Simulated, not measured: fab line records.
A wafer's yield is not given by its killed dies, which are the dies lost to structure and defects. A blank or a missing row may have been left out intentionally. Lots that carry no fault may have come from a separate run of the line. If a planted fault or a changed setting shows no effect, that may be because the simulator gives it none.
fab line records | flow ritCmos
record: lots: 14 wafers: 42 lastDay: 8
route steps=202 shown GATE@89 M1@202
lots untouched by any fault: they come from a run of this same line in which no faults occurred
startH: hours from the record's opening day to when the first of the lot's shown wafers began | waitH: time in hours since the lot's previous step | " as in the row above | L1.1+2: a single row standing in for several wafers | - either no value or no given start | * or withheld: withheld | < > ~ a bound
route shown NAME@n: names a module that has steps shown in the file, with the first one's number in the route | usual: the fault-free wafers' mean and standard deviation | same: alike in all rows | chamber/n: place in a boat | sites: each site's reading | _std_site: how widely they spread, as a standard deviation | _edge_site: inner sites' mean taken away from outer sites' mean | radiusMm: for every site, how far away it sits from the centre of the wafer | mask NAME#n: copy n | behind: the most recent tool/chamber to have shaped the wafer | hold: the reason the lot was held/the length of the hold in hours/how it ended | device: whichever transistor did not switch (one of n, p or np) | end of line: the same wafers' tests at the end of the route | step lacking rows: just its recipe | killed: dies that structure and defects cost at the first sort, which is not the same as the wafer's yield | map: shows each die of a wafer: x if killed, . if not, _ if none is there
set.NAME: setting as actually run; set.NAME@STEP: the setting as run at that earlier step | model.NAME: the simulator's own value behind a step, which no gauge read
route steps across a sampled set of lots; one table per step, one row per wafer
services: a tool's chamber out of use, with start hour (startH, from the record's first day; less than 0 if before it), hours out, and reason
== steps ==
step: RIT_GATE_EXPOSE_13
recipe: maskId: M6 na: 0.6 sourceShape: conventional sigmaOuter: 0.6 targetCdNm: 150 doseMj: 380
usual: exposureDoseMJCm2: 379.9/0.36
columns lot.wafer tool chamber startH waitH mask exposureDoseMJCm2
L831.2 ilineStepper-01 0 43.98 0.2 M6#0 380.0
L831.5 " 0 " " M6#0 380.2
L831.6 " 0 " " M6#0 379.9
L832.1 ilineStepper-01 0 47.66 0.1 M6#0 379.9
L832.4 " 0 " " M6#0 379.8
L832.6 " 0 " " M6#0 379.5
L834.2 ilineStepper-01 0 57.74 0.2 M6#0 379.4
L834.3 " 0 " " M6#0 380.0
L834.6 " 0 " " M6#0 379.5
L835.1 ilineStepper-01 0 62.45 0.1 M6#0 379.6
L835.2 " 0 " " M6#0 380.0
L835.6 " 0 " " M6#0 379.6
L837.1 ilineStepper-02 0 69.94 0.2 M6#0 379.6
L837.4 " 0 " " M6#0 379.8
L837.6 " 0 " " M6#0 379.9
L838.1 ilineStepper-01 0 76.22 0.2 M6#0 379.8
L838.4 " 0 " " M6#0 379.6
L838.6 " 0 " " M6#0 379.6
L841.1 ilineStepper-02 0 88.83 0.1 M6#0 380.0
L841.2 " 0 " " M6#0 380.2
L841.4 " 0 " " M6#0 379.8
L842.1 ilineStepper-01 0 96.21 0.2 M6#0 365.0
L842.2 " 0 " " M6#0 364.2
L842.6 " 0 " " M6#0 364.5
L843.2 ilineStepper-02 0 101.31 0.2 M6#0 380.3
L843.4 " 0 " " M6#0 380.5
L843.5 " 0 " " M6#0 379.7
L844.2 ilineStepper-01 0 104.54 0.3 M6#0 351.2
L844.3 " 0 " " M6#0 350.8
L844.4 " 0 " " M6#0 350.4
L848.1 ilineStepper-02 0 121.70 0.1 M6#0 379.7
L848.4 " 0 " " M6#0 379.9
L848.6 " 0 " " M6#0 379.6
L852.2 ilineStepper-02 0 145.37 0.2 M6#0 379.8
L852.4 " 0 " " M6#0 380.4
L852.6 " 0 " " M6#0 379.9
L853.2 ilineStepper-02 0 150.37 0.1 M6#0 380.8
L853.3 " 0 " " M6#0 379.7
L853.5 " 0 " " M6#0 380.5
L854.1 ilineStepper-02 0 155.54 0.1 M6#0 379.9
L854.3 " 0 " " M6#0 380.6
L854.6 " 0 " " M6#0 380.5
step: RIT_GATE_CD_MEAS_16
recipe: targetCdNm: 150
usual: cdNm: 150.7/2.1
columns lot.wafer tool chamber startH waitH cdNm
L831.2 cdSem-01 - 44.38 - 148.7
L831.5 " - " " 149.8
L831.6 " - " " 148.4
L832.1 cdSem-01 - 48.06 - 151.3
L832.4 " - " " 152.8
L832.6 " - " " 154.6
L834.2 cdSem-02 - 58.14 - 152.2
L834.3 " - " " 148.4
L834.6 " - " " 151.5
L835.1 cdSem-01 - 62.98 - 146.7
L835.2 " - " " 147.8
L835.6 " - " " 144.9
L837.1 cdSem-01 - 70.44 - 150.0
L837.4 " - " " 150.9
L837.6 " - " " 149.7
L838.1 cdSem-01 - 76.62 - 152.2
L838.4 " - " " 151.6
L838.6 " - " " 151.3
L841.1 cdSem-02 - 89.23 - 150.2
L841.2 " - " " 148.2
L841.4 " - " " 151.0
L842.1 cdSem-02 - 96.61 - -
L842.2 " - " " 39.9
L842.6 " - " " 58.5
L843.2 cdSem-01 - 101.82 - 151.1
L843.4 " - " " 152.9
L843.5 " - " " 151.8
L844.2 cdSem-02 - 104.94 - 89.9
L844.3 " - " " 118.2
L844.4 " - " " 63.5
L848.1 cdSem-02 - 122.10 - 152.1
L848.4 " - " " 151.7
L848.6 " - " " 152.8
L852.2 cdSem-01 - 145.77 - 149.7
L852.4 " - " " 151.5
L852.6 " - " " 150.3
L853.2 cdSem-01 - 150.83 - 150.9
L853.3 " - " " 152.6
L853.5 " - " " 151.5
L854.1 cdSem-01 - 155.94 - 153.5
L854.3 " - " " 155.9
L854.6 " - " " 154.2
step: RIT_M1_PROBE_99
usual: killedAtContacts: 0.1/0.31 killedAtFrontEnd: 6.3/2.7 killedDies: 6.4/2.7 killedOnRim: 1.7/1.4 killedOpen: 3.3/2 killedShort: 3/1.8
same: grossDies: 264 killed_at_M0_to_M3: 0 killed_at_M4_up: 0 killedAtBackSide: 0 killedAtOther: 0
columns lot.wafer tool chamber startH waitH killedAtContacts killedAtFrontEnd killedDies killedOnRim killedOpen killedShort
L842.1 prober-02 - 117.40 0.1 0 264 264 70 5 5
L842.2 prober-02 - 117.45 0.1 0 264 264 70 5 3
L842.6 prober-02 - 117.65 0.2 0 264 264 70 2 1
L844.2 prober-01 - 126.51 0.1 1 263 264 70 4 4
L844.3 prober-01 - 126.56 0.2 1 229 230 47 7 9
L844.4 prober-01 - 126.61 0.2 0 264 264 70 4 3
killed by level:class
L842.1 GATE:areaExpose=254 GATE:geometricParticle:open=3 REOX:geometricParticle:short=2 FOX1:geometricParticle:open=1 FOX1:geometricParticle:short=1 GATE:geometricParticle:short=1 SPACER:geometricParticle:short=1 SILICIDE:geometricParticle:open=1
L842.2 GATE:areaExpose=256 GATE:geometricParticle:open=3 GATE:geometricParticle:short=2 FOX1:geometricParticle:short=1 FOX2:geometricParticle:open=1 SPACER:geometricParticle:open=1
L842.6 GATE:areaExpose=261 GATE:geometricParticle:short=1 REOX:geometricParticle:open=1 SPACER:geometricParticle:open=1
L844.2 GATE:areaExpose=256 GATE:geometricParticle:open=2 REOX:geometricParticle:open=2 FOX2:geometricParticle:short=1 GATE:geometricParticle:short=1 SPACER:geometricParticle:short=1 CONTACT:geometricParticle:short=1
L844.3 GATE:areaExpose=214 GATE:geometricParticle:short=8 GATE:geometricParticle:open=6 FOX1:geometricParticle:open=1 CONTACT:geometricParticle:short=1
L844.4 GATE:areaExpose=257 GATE:geometricParticle:open=2 FOX1:geometricParticle:short=1 REOX:geometricParticle:open=1 REOX:geometricParticle:short=1 SPACER:geometricParticle:open=1 SPACER:geometricParticle:short=1
== services ==
columns tool chamber startH hours kind
ilineStepper-01 - 81.64 1.3 repair
ilineStepper-02 - 103.32 1.7 pm
== key ==
firstSign: step: RIT_GATE_EXPOSE_13 reading: exposureDoseMJCm2 direction: down sigmas: 61 usual: 379.9 struck: 357.7
effect: step: RIT_GATE_CD_MEAS_16 reading: cdNm direction: down sigmas: 36 usual: 150.7 struck: 74.0 through: controlLoop
effect: step: RIT_M1_PROBE_99 reading: killedDies direction: up sigmas: 94 usual: 6.4 struck: 258.3
moreKillsBornAt: RIT_GATE_EXPOSE_13@ilineStepper-01: 1502
metAt RIT_GATE_EXPOSE_13
struckLots L842,L844
laterRowsLeftOut L842.1,L842.2,L842.6,L844.2,L844.3,L844.4
testerLeftOut L842,L844
loopTrim: step: RIT_GATE_EXPOSE_13 setting: dose lots: L842,L844
onsetBetween 76.22 96.21
fault: kind: processParameterDrift tool: ilineStepper-01 chamber: - onsetH: 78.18 steps: RIT_GATE_EXPOSE_13 channel: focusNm offset: 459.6 spreadByWafer: 0.3 shape: step endH: 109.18
testerLeftOut: of these lots the tester's yield and bins aren't shown, on N5 and GAA mostly nor the transistor test; their killed dies are dies lost to structure and defects alone, not to doping, threshold or leakage, so they don't give the yield
laterRowsLeftOut: the simulator's readings of these wafers behind a module that went badly wrong aren't trusted and aren't shown, but for the sort
loopTrim: a control loop set the setting to another value than it would have without faults
